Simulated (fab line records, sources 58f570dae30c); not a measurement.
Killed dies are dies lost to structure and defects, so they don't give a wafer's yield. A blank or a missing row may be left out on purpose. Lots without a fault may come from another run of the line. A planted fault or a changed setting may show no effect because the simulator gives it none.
Split-lot experiment | flow berkeley_cmos170 | 5 lots, 23 wafers read, on a route of 331 steps

THE SPLIT
At UCB170_SACOX_OXIDATION_01 (target thk 14.4 nm, ox time 2400 s), the setting temp_c was moved away from the recipe's 900 C on 10 of the 23 wafers read, by -1.0% to +1.6%. The other wafers ran this setting at the recipe's value.

The file shows no step between the split and the reading.

THE READING
SACOX_OXIDE_THK, in nm, at UCB170_SACOX_THK_MEAS_02. Fault-free wafers of this fab line usually give 14.4 nm, standard deviation 0.32 nm.

wafer  | tool, chamber at the split | temp_c as run, C | against the recipe | SACOX_OXIDE_THK, nm | against lot-mates on the recipe
L074.1 | furnace-04, 0              | 900              | recipe             | 14.4                | -
L074.4 | furnace-04, 0              | 900              | recipe             | 14.2                | -
L074.5 | furnace-04, 0              | 900              | recipe             | 14.3                | -
L079.1 | -, -                       | 900              | recipe             | 15.0                | -
L079.2 | -, -                       | 900              | recipe             | 14.8                | -
L079.3 | -, -                       | 900              | recipe             | 14.8                | -
L079.4 | -, -                       | 900              | recipe             | 14.9                | -
L079.6 | -, -                       | 900              | recipe             | 14.7                | -
L081.1 | -, -                       | 891.4            | -1.0%              | 13.9                | no lot-mate on the recipe
L081.2 | -, -                       | 891.4            | -1.0%              | 13.8                | no lot-mate on the recipe
L081.3 | -, -                       | 891.4            | -1.0%              | 13.6                | no lot-mate on the recipe
L081.5 | -, -                       | 891.4            | -1.0%              | 13.9                | no lot-mate on the recipe
L081.6 | -, -                       | 891.4            | -1.0%              | 13.5                | no lot-mate on the recipe
L082.1 | -, -                       | 914.1            | +1.6%              | 16.7                | no lot-mate on the recipe
L082.2 | -, -                       | 914.1            | +1.6%              | 17.0                | no lot-mate on the recipe
L082.3 | -, -                       | 914.1            | +1.6%              | 16.9                | no lot-mate on the recipe
L082.4 | -, -                       | 914.1            | +1.6%              | 16.8                | no lot-mate on the recipe
L082.5 | -, -                       | 914.1            | +1.6%              | 16.9                | no lot-mate on the recipe
L084.1 | -, -                       | 900              | recipe             | 14.3                | -
L084.2 | -, -                       | 900              | recipe             | 14.3                | -
L084.3 | -, -                       | 900              | recipe             | 14.5                | -
L084.4 | -, -                       | 900              | recipe             | 14.6                | -
L084.6 | -, -                       | 900              | recipe             | 14.7                | -

THE FIT
A straight line over all 23 wafers: SACOX_OXIDE_THK changes by +1.27 nm for each +1% of temp_c; r = +0.97; the points scatter about the line by 0.28 nm.
Too few moved wafers have a lot-mate on the recipe to fit a line with each lot's own level taken away.

THE WHOLE CHAIN: every reading that the file lists as answering this split, in the file's order
step                      | what it does                       | reading                                                                            | change (the file's fit)              | r (the file's)
UCB170_SACOX_OXIDATION_01 | target thk 14.4 nm, ox time 2400 s | SiO2_of_SACOX_OXIDATION_01.thk_nm (the simulator's own value, which no gauge read) | +1.28 nm for each +1% of the setting | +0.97
UCB170_SACOX_THK_MEAS_02  |                                    | SACOX_OXIDE_THK                                                                    | +1.27 for each +1% of the setting    | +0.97

THE FILE'S OWN FIT
SACOX_OXIDE_THK changes by +1.27 nm for each +1% of temp_c, r = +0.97.
